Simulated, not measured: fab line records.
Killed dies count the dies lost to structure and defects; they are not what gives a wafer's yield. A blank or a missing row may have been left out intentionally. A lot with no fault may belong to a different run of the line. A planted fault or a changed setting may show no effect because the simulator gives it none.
Code-filled problem report in 8D (eight disciplines) form / flow berkeley-cmos170 / the parts of the form that need people (team, actions taken, sign-off) are left out

1. THE ISSUE
Wafers without a fault read 448.2 W, standard deviation 1.6; rf-fwd-power-W at UCB170_NWELL_ETCH_13 reads a mean of 376.0 W on 2 wafers belonging to 2 lots. That puts it -45 standard deviations away from the usual mean.
The step: etches Si3N4 in CH3F/Ar/O2, stops on SiO2, target depth 246.4 nm, time 154 s.
Seen first at day 4 04:28 on rie-diel-03, wafer L890.3. The record has a number at this step for 18 wafers belonging to 6 lots. Rule for "out", or "out of limits": more than 4 standard deviations from the usual mean. All remaining wafers that have a number are taken as sound.

2. WHAT IT IS, WHAT IT ISN'T
question=which readings at this step | is=rf-fwd-power-W | is not=drypump-motor-current-A, oes-product-au, throttle-valve-pct
question=which lots | is=L890, L892 | is not=L885, L888, L891, L900
question=which wafers of those lots | is=L890.3, L892.2 | is not=L890.1, L890.4, L892.3, L892.5
question=read on which tools | is=rie-diel-03 | is not=rie-diel-01, rie-diel-02
question=when | is=from day 4 04:28 | is not=up to then (8 sound wafers); but 8 sound wafers of L891, L892, L900 came after

3. THE SUSPECTS, EACH WITH WHAT RULES IT OUT
Counting: a tool at a process step up to the reading stays a suspect if it ran every lot that is out. Sound lots after the first of them don't rule it out here, since some wafers of a struck lot are sound.
- rie-diel-03 at UCB170_NWELL_ETCH_13 (etches Si3N4 in CH3F/Ar/O2, stops on SiO2, target depth 246.4 nm, time 154 s): kept. Every lot that is out went through it, the first being L890 (day 4 04:28); the last sound lot it ran before that was L888 (day 3 17:47). Out on those wafers are its own readings of rf-fwd-power-W.
- At UCB170_NWELL_ETCH_13, inside rie-diel-03: chamber 0 took the wafers that are out, while their sound lot-mates went through chambers 1, 2, 3.
Remaining after the count: rie-diel-03 at UCB170_NWELL_ETCH_13.

4. THE CAUSE (what the simulator had put in)
rie-diel-03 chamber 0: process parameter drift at UCB170_NWELL_ETCH_13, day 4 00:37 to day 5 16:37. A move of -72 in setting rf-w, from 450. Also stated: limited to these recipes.
Counting left only this tool.

5. THE CHAIN OF EFFECTS, in route order
One row per reading whose mean, taken over the struck wafers that have a number, lies over 3 standard deviations from the usual. Only readings whose record carries a usual standard deviation are examined. hours: median over the lots of the time between each lot's start at the first step of this table that gives one and its start at this step. sigmas: the change, counted in usual standard deviations.
hours=0; step=UCB170_NWELL_ETCH_13; reading=rf-fwd-power-W; usual=448.2 W; on struck wafers=376.0; change=-72.2; sigmas=-45
Its process steps:
- UCB170_NWELL_ETCH_13: etches Si3N4 in CH3F/Ar/O2, stops on SiO2, target depth 246.4 nm, time 154 s.

6. WHAT WOULD HAVE CAUGHT IT SOONER
In this record no reading fell out of limits until day 4 04:28, 4 hours after the fault had begun at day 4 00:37.
